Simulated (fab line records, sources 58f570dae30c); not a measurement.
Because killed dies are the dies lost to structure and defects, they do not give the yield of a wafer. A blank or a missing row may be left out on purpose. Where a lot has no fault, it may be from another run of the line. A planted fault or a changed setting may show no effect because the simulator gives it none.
Which tool is to blame?    flow berkeley cmos170    45 wafers from 15 lots sampled at 4 of the route's 331 steps

== WHAT THE GAUGES READ, wafer by wafer ==
UCB170_FIELD_THK_MEAS_02. Usual: FIELD_OXIDE_THK gives 566 nm (standard deviation 12).
lot   measured     on             FIELD_OXIDE_THK (nm)  flag
L680  day 5 03:46  film metro-04  574 576 575           
L682  day 5 13:17  film metro-04  591 580 582           
L683  day 5 23:39  film metro-02  551 550 553           
L688  day 6 11:27  film metro-02  567 574 572           
L689  day 6 11:28  film metro-03  582 582 586           
L686  day 6 11:31  film metro-02  573 573 569           
L687  day 6 11:31  film metro-03  567 572 571           
L692  day 6 23:56  film metro-03  555 562 570           
L690  day 6 23:56  film metro-02  564 559 559           
L691  day 7 00:00  film metro-03  566 585 583           
L695  day 7 18:11  film metro-02  578 568 571           
L698  day 8 09:33  film metro-02  557 556 555           
L700  day 8 15:13  film metro-03  562 559 562           
L702  day 8 22:10  film metro-02  567 551 554           
L703  day 9 06:35  film metro-02  535 534 529           

UCB170_SACOX_THK_MEAS_02. Usual: SACOX_OXIDE_THK gives 14.58 nm (standard deviation 0.24).
lot   measured     on             SACOX_OXIDE_THK (nm)  flag
L680  day 5 19:19  film metro-02  14.35 14.11 14.83     
L682  day 6 04:19  film metro-01  14.44 14.26 14.28     
L683  day 6 08:36  film metro-02  14.95 14.94 14.64     
L688  day 6 20:16  film metro-02  14.94 14.86 14.73     
L689  day 6 20:13  film metro-02  14.88 15.00 14.83     
L686  day 6 20:13  film metro-01  14.47 14.57 14.46     
L687  day 6 20:16  film metro-01  14.74 14.81 14.57     
L692  day 7 09:56  film metro-01  14.56 14.42 14.39     
L690  day 7 09:58  film metro-02  14.33 14.50 14.34     
L691  day 7 10:00  film metro-01  14.29 14.33 14.47     
L695  day 8 04:34  film metro-02  14.62 14.60 14.72     
L698  day 8 22:32  film metro-04  14.64 14.64 14.55     
L700  day 9 05:47  film metro-04  14.59 14.73 14.67     
L702  day 9 12:25  film metro-04  14.58 14.40 14.59     
L703  day 9 19:41  film metro-02  14.18 13.95 14.33     

UCB170_GATE_THK_MEAS_02. Usual: GATE_OXIDE_THK gives 6.69 nm (standard deviation 0.1).
lot   measured      on             GATE_OXIDE_THK (nm)  flag
L680  day 6 15:38   film metro-01  6.56 6.65 6.60       
L682  day 6 22:38   film metro-02  6.81 6.89 6.81       
L683  day 6 22:38   film metro-01  6.56 6.59 6.66       
L688  day 7 12:37   film metro-02  6.57 6.46 6.50       
L689  day 7 12:41   film metro-01  6.70 6.68 6.67       
L686  day 7 12:38   film metro-01  6.86 6.85 6.83       
L687  day 7 12:41   film metro-02  6.74 6.61 6.65       
L692  day 8 01:05   film metro-04  8.86 8.76 8.74       OFF
L690  day 8 01:04   film metro-01  8.68 8.64 8.57       OFF
L691  day 8 01:05   film metro-02  8.73 8.78 8.75       OFF
L695  day 9 00:05   film metro-01  6.58 6.59 6.58       
L698  day 9 20:18   film metro-04  6.68 6.53 6.56       
L700  day 9 20:17   film metro-01  6.72 6.63 6.79       
L702  day 10 07:18  film metro-04  6.74 6.77 6.73       
L703  day 10 14:19  film metro-04  6.76 6.66 6.75       

== TOOL THAT RAN EACH LOT (tool first, then ch and the chambers of the sampled wafers, then the start) ==
lot   UCB170_GATE_OXIDATION_01
L680  furnace-01 ch 0, day 6 14:07
L682  furnace-01 ch 0, day 6 21:06
L683  furnace-01 ch 0, day 6 21:06
L688  furnace-02 ch 0, day 7 11:07
L689  furnace-02 ch 0, day 7 11:07
L686  furnace-02 ch 0, day 7 11:07
L687  furnace-02 ch 0, day 7 11:07
L692  furnace-02 ch 0, day 7 23:34
L690  furnace-02 ch 0, day 7 23:34
L691  furnace-02 ch 0, day 7 23:34
L695  furnace-01 ch 0, day 8 22:31
L698  furnace-01 ch 0, day 9 18:47
L700  furnace-01 ch 0, day 9 18:47
L702  furnace-03 ch 0, day 10 05:47
L703  furnace-01 ch 0, day 10 12:49
- UCB170_GATE_OXIDATION_01: target thk 6.6 nm, ox time 1800 s.

== AS READ BY THE TOOLS THEMSELVES (means over the sampled wafers that have a number; for cases with no such wafer, the mark the record gives instead) ==
The record holds no such reading with a usual standard deviation.

== THE ANSWER, worked out from the rows above alone ==
Rule: lot off if the mean of its wafers having a number is beyond 3 standard deviations from the usual mean. A lot without any number at a reading at which 4 lots or more have one is off too. Any other lot the step has rows for is counted as sound. After the gauges, taken in route order, come the tools' own readings; for these a lot's mean is taken, as printed above. The first step at which some lot is off is used, and at that step the reading that is off furthest; a lot without a number counts as furthest.
Off: L692, L690, L691, seen at UCB170_GATE_THK_MEAS_02 (GATE_OXIDE_THK).
If a tool, at a process step before that reading, ran all the lots that are off and no sound lot after the first of them, it fits. The gauges at UCB170_GATE_THK_MEAS_02 are tried like those tools. One candidate fits, namely furnace-02 at UCB170_GATE_OXIDATION_01. Its last sound lot is L686 (day 7 11:07), its first lot that is off L690 (day 7 23:34): a fault that began between those two fits.

== WHAT HAD BEEN PUT IN BY THE SIMULATOR ==
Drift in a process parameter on furnace-02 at UCB170_GATE_OXIDATION_01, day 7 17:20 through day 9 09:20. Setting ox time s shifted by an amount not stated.
Shown lots that were struck: L692, L690, L691. The rule given above showed the same thing.
